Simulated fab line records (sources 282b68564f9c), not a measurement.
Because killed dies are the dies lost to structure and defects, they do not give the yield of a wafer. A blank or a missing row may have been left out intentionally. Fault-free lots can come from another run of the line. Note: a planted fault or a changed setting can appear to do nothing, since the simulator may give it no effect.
Which of the tools did it? :: flow rit_cmos :: 45 wafers from 15 lots sampled at 2 of the route's 202 steps

WHAT THE GAUGES SHOWED, per wafer
No reading from a measuring or inspecting step in the record can be judged against a usual standard deviation.

WHAT TOOL EACH LOT RAN ON (gives the tool, then ch and the chambers of the sampled wafers, and finally the start)
lot: L567
RIT_SILICIDE_WET_ETCH_05: wet_bench-03 ch 1, day 3 12:10
RIT_M1_PROBE_99: -

lot: L568
RIT_SILICIDE_WET_ETCH_05: wet_bench-01 ch 0, day 3 14:13
RIT_M1_PROBE_99: -

lot: L569
RIT_SILICIDE_WET_ETCH_05: wet_bench-02 ch 3, day 4 01:41
RIT_M1_PROBE_99: -

lot: L570
RIT_SILICIDE_WET_ETCH_05: wet_bench-03 ch 3, day 4 07:42
RIT_M1_PROBE_99: -

lot: L571
RIT_SILICIDE_WET_ETCH_05: wet_bench-02 ch 0, day 4 15:11
RIT_M1_PROBE_99: -

lot: L574
RIT_SILICIDE_WET_ETCH_05: wet_bench-01 ch 0, day 5 06:10
RIT_M1_PROBE_99: -

lot: L575
RIT_SILICIDE_WET_ETCH_05: wet_bench-01 ch 3, day 5 08:50
RIT_M1_PROBE_99: -

lot: L576
RIT_SILICIDE_WET_ETCH_05: wet_bench-03 ch 3, day 5 12:33
RIT_M1_PROBE_99: -

lot: L577
RIT_SILICIDE_WET_ETCH_05: wet_bench-03 ch 0, day 5 20:13
RIT_M1_PROBE_99: -

lot: L578
RIT_SILICIDE_WET_ETCH_05: wet_bench-03 ch 3, day 5 22:15
RIT_M1_PROBE_99: -

lot: L579
RIT_SILICIDE_WET_ETCH_05: wet_bench-03 ch 1, day 6 01:38
RIT_M1_PROBE_99: -

lot: L580
RIT_SILICIDE_WET_ETCH_05: wet_bench-02 ch 3, day 6 05:58
RIT_M1_PROBE_99: -

lot: L582
RIT_SILICIDE_WET_ETCH_05: wet_bench-01 ch 0, day 6 15:53
RIT_M1_PROBE_99: prober-01, day 7 15:23

lot: L583
RIT_SILICIDE_WET_ETCH_05: wet_bench-02 ch 1, day 6 21:38
RIT_M1_PROBE_99: -

lot: L585
RIT_SILICIDE_WET_ETCH_05: wet_bench-02 ch 1, day 7 07:44
RIT_M1_PROBE_99: -
- RIT_SILICIDE_WET_ETCH_05: etches Ti in SPM, time 120 s.
- RIT_M1_PROBE_99

WHAT THE TOOLS THEMSELVES READ (means of the sampled wafers that have a number; where no wafer has one, the mark that the record gives instead)
RIT_SILICIDE_WET_ETCH_05.
lot: L567
tool: wet_bench-03
bath_guard_temp_C (C): 90.2
run_length_s (s): 145.4

lot: L568
tool: wet_bench-01
bath_guard_temp_C (C): 89.3
run_length_s (s): 152.8

lot: L569
tool: wet_bench-02
bath_guard_temp_C (C): 90.6
run_length_s (s): 145.6

lot: L570
tool: wet_bench-03
bath_guard_temp_C (C): 90.4
run_length_s (s): 146.8

lot: L571
tool: wet_bench-02
bath_guard_temp_C (C): 89.7
run_length_s (s): 147.9

lot: L574
tool: wet_bench-01
bath_guard_temp_C (C): 89.2
run_length_s (s): 144.7

lot: L575
tool: wet_bench-01
bath_guard_temp_C (C): 90.1
run_length_s (s): 146.0

lot: L576
tool: wet_bench-03
bath_guard_temp_C (C): 90.5
run_length_s (s): 146.2

lot: L577
tool: wet_bench-03
bath_guard_temp_C (C): 90.2
run_length_s (s): 103.9

lot: L578
tool: wet_bench-03
bath_guard_temp_C (C): 90.5
run_length_s (s): 105.0

lot: L579
tool: wet_bench-03
bath_guard_temp_C (C): 89.8
run_length_s (s): 103.1

lot: L580
tool: wet_bench-02
bath_guard_temp_C (C): 90.4
run_length_s (s): 145.7

lot: L582
tool: wet_bench-01
bath_guard_temp_C (C): 89.2
run_length_s (s): 145.1

lot: L583
tool: wet_bench-02
bath_guard_temp_C (C): 89.4
run_length_s (s): 144.0

lot: L585
tool: wet_bench-02
bath_guard_temp_C (C): 89.4
run_length_s (s): 143.3

RIT_M1_PROBE_99.
lot: L582
tool: prober-01
killed_at_M0_to_M3: 0.3
killed_at_contacts: 0.0
killed_at_front_end: 5
killed_dies: 5
killed_open: 3.3
killed_short: 2.0

THE ANSWER, worked out from the rows above alone
Rule: the lots themselves supply what counts as usual. The widest of any qualifying gaps counts: lots, ordered by their means at a reading, are off when they make up no more than a third of the lots, leave a main group of 4 or more, and stand apart from it by 3 or more times the standard deviation of that group's means. The tables above print the reading to a certain number of digits; a main group whose means all agree to those digits is not used. A lot without any number at a reading at which 4 lots or more have one is off too. Where the step has rows for the other lots, those lots are counted as sound. After the gauges, taken in route order, come the tools' own readings; for these a lot's mean is taken, as printed above. At the first step where some lot is off, the reading lying furthest off is the one used; lots without a number count as furthest.
Off at RIT_SILICIDE_WET_ETCH_05 (run_length_s): L577, L578, L579. Main group: mean 146.1 s, sd 2.3.
A tool fits if, at that step or a process step before it, it ran every lot that is off, and no sound lot after the first of them. One candidate fits, namely wet_bench-03 at RIT_SILICIDE_WET_ETCH_05. Its last sound lot is L576 (day 5 12:33), its first lot that is off L577 (day 5 20:13): a fault that began between those two fits.
The tool's own readings at RIT_SILICIDE_WET_ETCH_05 bear it out: on the lots that are off they differ by more than 5 times the standard deviation of the sound lots' means. run_length_s reads 104.0 s there against 146.1 s on the sound lots.

WHAT HAD BEEN PUT IN BY THE SIMULATOR
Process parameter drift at RIT_SILICIDE_WET_ETCH_05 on wet_bench-03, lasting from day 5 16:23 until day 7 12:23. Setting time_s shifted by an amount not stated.
Lots struck among those shown: L577, L578, L579. This agrees with what the rule above found.
